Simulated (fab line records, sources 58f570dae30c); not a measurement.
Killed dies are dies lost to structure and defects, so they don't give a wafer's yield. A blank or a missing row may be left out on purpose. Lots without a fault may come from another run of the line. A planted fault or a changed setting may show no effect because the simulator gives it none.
One fault seen from 2 desks | flow berkeley_cmos170 | each desk has only its own numbers; what lay behind them comes last

THE METROLOGY DESK
What the gauges read, lot by lot, whatever tool the lot ran on: means of the sampled wafers that have a number. A lot is out of limits, marked OUT, if its mean lies more than 4 standard deviations from the usual mean; the brackets give that distance.
Columns: A = FIELD_OXIDE_THK at UCB170_FIELD_THK_MEAS_02, usual 555 nm; B = FIELD_OXIDE_LEFT_1_THK at UCB170_FIELD_THK_MEAS_90, usual 438 nm; C = FIELD_OXIDE_LEFT_2_THK at UCB170_FIELD_THK_MEAS_91, usual 349 nm; D = M2_OVL at UCB170_M2_OVL_MEAS_16, usual -2 nm
lot  | first seen here | A             | B             | C             | D
L831 | day 4 13:58     | 558           | 440           | 353           | -3
L832 | day 4 21:50     | 550           | 433           | 346           | -2
L833 | day 5 06:01     | 565           | 449           | 361           | 0
L835 | day 5 11:05     | 564           | 447           | 359           | -1
L837 | day 6 02:01     | 568           | 452           | 364           | -9
L838 | day 6 02:01     | 553           | 438           | 350           | -8
L836 | day 6 02:04     | 555           | 438           | 349           | 0
L839 | day 6 15:10     | 558           | 440           | 352           | -4
L842 | day 7 01:02     | 550           | 433           | 345           | 0
L841 | day 7 01:03     | 557           | 440           | 352           | -9
L844 | day 7 08:11     | 542           | 424           | 336           | -5
L843 | day 7 08:11     | 554           | 438           | 350           | 4
L851 | day 8 21:08     | 655 (+10) OUT | 539 (+10) OUT | 452 (+10) OUT | -8
L850 | day 8 21:08     | 663 (+11) OUT | 548 (+11) OUT | 460 (+11) OUT | 1
This desk's finding: out of limits on L850, L851; first on L851, day 8 21:08 (FIELD_OXIDE_THK at UCB170_FIELD_THK_MEAS_02). In limits: L831, L832, L833, L835, L837, L838, L836, L839, L842, L841, L844, L843.

THE TOOL OWNER'S DESK: furnace-01
The tool's own readings at UCB170_FIELD_OXIDATION_01 (target thk 558.3 nm, ox time 7200 s): means of the sampled wafers that have a number, for each lot that ran on this tool. A lot is out of limits, marked OUT, if its mean lies more than 4 standard deviations from the usual mean; the brackets give that distance.
Columns: A = tube_center_temp_C at UCB170_FIELD_OXIDATION_01, usual 999.99 C
lot  | first seen here | A
L831 | day 4 10:58     | 999.90
L835 | day 5 08:05     | 999.95
L839 | day 6 12:09     | 999.95
L850 | day 8 18:08     | 999.98
L851 | day 8 18:08     | 1000.02
This desk's finding: nothing out of limits on any of the 5 lots.

PUT TOGETHER
The metrology desk could have raised an alarm at day 8 21:08, on L850, L851.
The tool owner's desk saw nothing out of limits.
The tool owner's desk has L850, L851 on record, within its limits.
Of the lots named, all ran UCB170_FIELD_OXIDATION_01 on furnace-01.

WHAT THE SIMULATOR HAD PUT IN
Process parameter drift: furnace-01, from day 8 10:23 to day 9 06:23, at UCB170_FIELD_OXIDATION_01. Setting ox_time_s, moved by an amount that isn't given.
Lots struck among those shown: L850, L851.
Hours from the fault's start to each desk's first reading out of limits: the metrology desk, 11.
